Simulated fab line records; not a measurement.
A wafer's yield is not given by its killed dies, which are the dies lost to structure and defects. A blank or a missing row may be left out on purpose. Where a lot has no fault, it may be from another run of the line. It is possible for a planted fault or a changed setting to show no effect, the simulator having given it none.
A lot that was struck, set against a sound lot + flow rit cmos + 21 out of 202 route steps
Sound: wafers L495.3, L495.4, L495.6. Struck: wafers L500.1, L500.2, L500.4. At the end, the cause is stated.
At each step with rows: each side's tool, then ch and its chambers, then its first start. Under that, the readings that differ: sound wafers + struck wafers + difference of the means + sigmas: that difference in standard deviations of wafers without a fault.
alike: same words and numbers on both sides, and readings whose means sit less than 2 such deviations apart. not compared: any withheld reading, any reading some wafer has no value for, any bound like >300 that may hide the same value, and any number with overlapping values for which the record gives no deviation.
The two part at a step that has a row with sigmas, a row that says differs or no value, or rows on one side only. Numbers that have no deviation but don't overlap get no sigmas and don't part them. A reading missing from all wafers of one side parts the sides only when that side holds two or more wafers.

RIT_ACTIVE_BOW_MEAS_00:
  sound on film metro-04 at day 2 11:02; struck on film metro-04 at day 3 12:00
  alike: INCOMING_BOW
then, 1 step without rows for these wafers: RIT_ACTIVE_OXIDATION_01 (target thk 46.8 nm, ox time 3360 s).
RIT_ACTIVE_THK_MEAS_02:
  sound on film metro-04 at day 2 14:46; struck on film metro-03 at day 3 15:02
  alike: ACTIVE_OXIDE_THK
RIT_ACTIVE_CVD_03: deposits Si3N4 from SiH2Cl2/NH3, target thk 150 nm, time 1500 s.
  sound on lpcvd-02 ch 1, day 2 14:48; struck on lpcvd-01 ch 1, day 3 15:06
| reading                 | sound          | struck         | difference | sigmas |
|-------------------------|----------------|----------------|------------|--------|
| zone power load pct (%) | 24.1 23.8 24.0 | 17.8 17.8 17.7 | -6.2       | -2     |
  alike: spike tc load C, zone power centre pct
RIT_ACTIVE_THK_MEAS_04:
  sound on film metro-01 at day 2 16:14; struck on film metro-01 at day 3 16:44
| reading                 | sound             | struck            | difference | sigmas |
|-------------------------|-------------------|-------------------|------------|--------|
| ACTIVE_NITRIDE_THK (nm) | 151.1 149.8 150.5 | 132.0 130.5 131.6 | -19.1      | -15    |
  not compared: hold
then, 5 steps without rows for these wafers: RIT_ACTIVE_COAT_06 (resist thk 1000 nm); RIT_ACTIVE_SOFTBAKE_07 (time 60 s); RIT_ACTIVE_EXPOSE_08 (exposes mask M1, target cd 1400 nm); RIT_ACTIVE_PEB_09; RIT_ACTIVE_DEVELOP_10 (develop time 50 s).
RIT_ACTIVE_CD_MEAS_11: target cd 1400 nm.
  sound on cd sem-01 at day 2 17:17; struck on cd sem-01 at day 3 20:23
  alike: cd nm
then, 1 step without rows for these wafers: RIT_ACTIVE_HARDBAKE_12 (time 60 s).
RIT_ACTIVE_ETCH_13: etches Si3N4 in SF6, stops on SiO2, time 210 s, target depth 210 nm.
  sound on rie diel-01 ch 1,2,3, day 2 17:31; struck on rie diel-04 ch 0,2,3, day 3 20:41
| reading               | sound             | struck            | difference | sigmas |
|-----------------------|-------------------|-------------------|------------|--------|
| oes product au (a.u.) | 0.821 0.820 0.795 | 0.779 0.766 0.763 | -0.043     | -3     |
  alike: SF6_flow_sccm, drypump motor current A, rf fwd power W, throttle valve pct
  not compared: rf hours counter h
RIT_ACTIVE_STRIP_14: strips in O2, time 180 s.
  sound on plasma asher-02 ch 0,1, day 2 17:43; struck on plasma asher-04 ch 0,1, day 3 20:52
  alike: drypump motor current A
  not compared: rf hours counter h
RIT_ACTIVE_CD_MEAS_90: target cd 1400 nm.
  sound on cd sem-01 at day 2 17:52; struck on cd sem-02 at day 3 21:02
  alike: cd nm
then, 3 steps without rows for these wafers: RIT_ACTIVE_CLEAN_15 (cleans in SC1, time 600 s); RIT_ACTIVE_CLEAN_16 (cleans in dHF, time 30 s); RIT_ACTIVE_CLEAN_17 (cleans in SC2, time 600 s).
RIT_FOX1_OXIDATION_00: target thk 350.7 nm, ox time 1130 s.
  sound on furnace-04 ch 0, day 2 19:03; struck on furnace-01 ch 0, day 3 22:59
  alike: spike tc load C, tube_center_temp_C_max, zone power centre pct, zone power load pct
  not compared: model.SiO2_of_FOX1_OXIDATION_00.thk nm
RIT_FOX1_THK_MEAS_01:
  sound on film metro-01 at day 2 20:23; struck on film metro-02 at day 4 00:18
  alike: FOX1_OXIDE_THK
RIT_M1_PROBE_99:
  sound on prober-02 at day 4 15:28; struck on prober-01 at day 5 22:16
  alike: killed at contacts, killed at front end, killed dies, killed open, killed short

== WHERE THEY PART ==
Last at RIT_ACTIVE_ETCH_13 as far as this record goes, first at RIT_ACTIVE_CVD_03. Later steps at which nothing parts them and some readings are alike: RIT_ACTIVE_STRIP_14, RIT_ACTIVE_CD_MEAS_90, RIT_FOX1_OXIDATION_00, RIT_FOX1_THK_MEAS_01, RIT_M1_PROBE_99.

WHY: the cause the simulator had injected
Site profile drift: lpcvd-01, from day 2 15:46 on, at RIT_ACTIVE_CVD_03. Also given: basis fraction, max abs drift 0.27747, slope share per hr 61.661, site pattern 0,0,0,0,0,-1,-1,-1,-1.
